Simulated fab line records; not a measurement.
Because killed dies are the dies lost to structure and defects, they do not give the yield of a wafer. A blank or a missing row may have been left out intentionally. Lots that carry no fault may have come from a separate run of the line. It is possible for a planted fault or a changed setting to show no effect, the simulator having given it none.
A lot that was struck, set against a sound lot -- flow rit cmos -- 27 out of 202 route steps
Sound: wafers L555.3, L555.5, L555.6. Struck: wafers L559.1, L559.4, L559.6. The cause is given at the end.
Each step with rows lists, per side, the tool, then ch with its chambers, then its first start. Under that, the readings that differ: sound wafers -- struck wafers -- difference of the means -- sigmas: that difference in standard deviations of wafers without a fault.
alike: words and numbers the same on both sides, and readings whose means are apart by under 2 such deviations; not compared: readings that were withheld, readings missing a value for some wafer, numbers with overlapping values and no deviation given by the record, and bounds like >300 which may hide the same value.
A row with sigmas, a row that says differs or no value, or rows on one side alone: a step with any of these is where the two part. Numbers that have no deviation but don't overlap get no sigmas and don't part them. A reading that every wafer of one side lacks parts them only if that side has two wafers or more.

RIT_ACTIVE_BOW_MEAS_00:
  sound: film metro-02 at day 1 20:02; struck: film metro-04 at day 2 16:00
  alike: INCOMING_BOW
then, 1 step without rows for these wafers: RIT_ACTIVE_OXIDATION_01 (target thk 46.8 nm, ox time 3360 s).
RIT_ACTIVE_THK_MEAS_02:
  sound: film metro-02 at day 1 23:22; struck: film metro-02 at day 2 20:07
  alike: ACTIVE_OXIDE_THK
RIT_ACTIVE_CVD_03: deposits Si3N4 from SiH2Cl2/NH3, target thk 150 nm, time 1500 s.
  sound on lpcvd-02 ch 1, day 1 23:24; struck on lpcvd-02 ch 1, day 2 20:11
reading,sound,struck,difference,sigmas
spike tc centre C (C),812.6 812.1 813.1,824.0 823.4 822.3,+10.6,+7
spike tc load C (C),836.9 837.8 836.7,848.3 847.9 849.3,+11.4,+6
spike tc source C (C),836.9 835.6 837.6,850.4 846.4 847.2,+11.3,+8
model.Si3N4_of_ACTIVE_CVD_03.thk nm (nm),149.5 149.4 148.8,186.8 188 186.9,+38.0,
RIT_ACTIVE_THK_MEAS_04:
  sound: film metro-04 at day 2 00:50; struck: film metro-03 at day 2 22:18
reading,sound,struck,difference,sigmas
ACTIVE_NITRIDE_THK (nm),149.5 149.4 148.7,186.8 188.2 186.9,+38.1,+32
then, 6 steps without rows for these wafers: RIT_ACTIVE_HMDS_05 (prime time 60 s); RIT_ACTIVE_COAT_06 (resist thk 1000 nm); RIT_ACTIVE_SOFTBAKE_07 (time 60 s); RIT_ACTIVE_EXPOSE_08 (exposes mask M1, target cd 1400 nm); RIT_ACTIVE_PEB_09; RIT_ACTIVE_DEVELOP_10 (develop time 50 s).
RIT_ACTIVE_CD_MEAS_11 targets a cd of 1400 nm.
  sound: cd sem-02 at day 2 01:53; struck: cd sem-01 at day 2 23:19
reading,sound,struck,difference,sigmas
cd nm (nm),1398.2 1395.6 1396.4,1404.9 1401.3 1401.2,+5.7,+2
then, 1 step without rows for these wafers: RIT_ACTIVE_HARDBAKE_12 (time 60 s).
RIT_ACTIVE_ETCH_13: etches Si3N4 in SF6, stops on SiO2, time 210 s, target depth 210 nm.
  sound on rie diel-04 ch 0,1,3, day 2 02:07; struck on rie diel-02 ch 0,1, day 2 23:35
reading,sound,struck,difference,sigmas
oes product au (a.u.),0.814 0.834 0.818,0.894 0.896 0.908,+0.077,+6
model.ACTIVE.feature depth nm (nm),149.5 150.9 148.8,187.9 188 188,+38.2,
model.etch.depth nm (nm),149.5 149.4 148.8,186.8 188 186.9,+38.0,
  alike: chamber pressure mTorr, drypump motor current A, throttle valve pct
  not compared: rf hours counter h
RIT_ACTIVE_STRIP_14: strips in O2, time 180 s.
  sound on plasma asher-04 ch 0,1, day 2 02:19; struck on plasma asher-04 ch 0,1, day 2 23:44
  alike: chamber pressure mTorr, drypump motor current A
  not compared: rf hours counter h
RIT_ACTIVE_CD_MEAS_90 targets a cd of 1400 nm.
  sound: cd sem-01 at day 2 02:28; struck: cd sem-01 at day 2 23:54
reading,sound,struck,difference,sigmas
cd nm (nm),1398.3 1395.2 1396.5,1404.3 1401.2 1401.1,+5.5,+2
then, 4 steps without rows for these wafers: RIT_ACTIVE_CLEAN_15 (cleans in SC1, time 600 s); RIT_ACTIVE_CLEAN_16 (cleans in dHF, time 30 s); RIT_ACTIVE_CLEAN_17 (cleans in SC2, time 600 s); RIT_FOX1_OXIDATION_00 (target thk 350.7 nm, ox time 1130 s).
RIT_FOX1_THK_MEAS_01:
  sound: film metro-01 at day 2 06:28; struck: film metro-03 at day 3 01:42
  alike: FOX1_OXIDE_THK
then, 2 steps without rows for these wafers: RIT_FOX1_WET_ETCH_02 (etches SiO2 in BOE, target depth 350 nm, time 390 s); RIT_FOX2_OXIDATION_00 (target thk 350.7 nm, ox time 1130 s).
RIT_FOX2_THK_MEAS_01:
  sound: film metro-01 at day 2 09:02; struck: film metro-03 at day 3 03:16
  alike: FOX2_OXIDE_THK
RIT_FOX2_CLEAN_02: cleans in dHF, time 180 s.
  sound on wet bench-01 ch 1, day 2 09:04; struck on wet bench-03 ch 0, day 3 03:20
reading,sound,struck,difference,sigmas
model.Si3N4_of_ACTIVE_CVD_03.thk nm (nm),130.2 130.1 129.5,167.5 168.8 167.6,+38.0,
then, 1 step without rows for these wafers: RIT_FOX2_WET_ETCH_03 (etches Si3N4 in H3PO4, target depth 195 nm, time 2700 s).
RIT_M1_PROBE_99:
  sound: prober-02 at day 4 02:23; struck: prober-02 at day 4 20:26
reading,sound,struck,difference,sigmas
model.etest.pldd.width nm (nm),3199 3186 3188,3240 3208 3235,+37,
model.etest.nldd.width nm (nm),3191 3191 3178,3228 3230 3254,+51,
  alike: killed at contacts, killed at front end, killed dies, killed open, killed short

== WHERE THEY PART ==
Last at RIT_ACTIVE_CD_MEAS_90 as far as this record goes, first at RIT_ACTIVE_CVD_03. Later steps at which nothing parts them and some readings are alike: RIT_FOX1_THK_MEAS_01, RIT_FOX2_THK_MEAS_01, RIT_M1_PROBE_99.

WHY: whatever the simulator had introduced
lpcvd-02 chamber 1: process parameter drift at RIT_ACTIVE_CVD_03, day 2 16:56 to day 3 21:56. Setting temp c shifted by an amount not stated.
